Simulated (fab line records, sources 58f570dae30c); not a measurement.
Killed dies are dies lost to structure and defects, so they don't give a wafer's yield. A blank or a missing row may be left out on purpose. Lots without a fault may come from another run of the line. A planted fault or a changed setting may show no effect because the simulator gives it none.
Chamber matching | flow berkeley_cmos170 | UCB170_V2_CVD_00 on pecvd-02: 3 sister chambers
The step deposits SiO2 from TEOS/O2, target thk 2000 nm, time 250 s. 14 wafers are shown with their chamber, then 7 later ones without.

WAFERS WITH THEIR CHAMBER
wafer  | chamber | heater_power_w (W)
L595.1 | 1       | 250
L595.2 | 2       | 215
L595.6 | 2       | 298
L594.2 | 1       | 322
L594.5 | 2       | 302
L594.6 | 1       | 229
L596.1 | 1       | 301
L596.2 | 0       | 190
L596.5 | 0       | 256
L599.2 | 1       | 319
L599.4 | 1       | 231
L599.6 | 0       | 242
L612.2 | 2       | 263
L612.3 | 1       | 258

SIGNATURES (means of the wafers above)
reading        | chamber 0 | chamber 1 | chamber 2 | scatter within a chamber
heater_power_w | 229.33    | 272.86    | 269.50    | 39.4
Rule: a wafer's distance from a chamber is the root of the sum, over the readings, of the square of ((its reading less the chamber's mean) divided by the reading's scatter). The wafer belongs to the nearest chamber; if the next one is less than 2 further off, it can't be placed. The scatter: the root of (the sum of the squares of (reading less its chamber's mean) over the shown wafers, divided by (wafers less chambers)).

WAFERS WITHOUT THEIR CHAMBER
wafer  | heater_power_w (W)
L612.5 | 325
L615.2 | 231
L615.3 | 285
L615.6 | 169
L616.1 | 312
L616.2 | 295
L616.3 | 212

WHICH CHAMBER EACH WENT THROUGH
wafer  | from the rows above          | in truth
L612.5 | can't be placed: 1 or 2 or 0 | 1
L615.2 | can't be placed: 0 or 2 or 1 | 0
L615.3 | can't be placed: 1 or 2 or 0 | 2
L615.6 | can't be placed: 0 or 2 or 1 | 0
L616.1 | can't be placed: 1 or 2 or 0 | 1
L616.2 | can't be placed: 1 or 2 or 0 | 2
L616.3 | can't be placed: 0 or 2 or 1 | 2
Placed correctly: 0 of 7. Can't be placed from these rows: 7 (the true chamber is among the candidates in 7). Placed wrongly: 0.
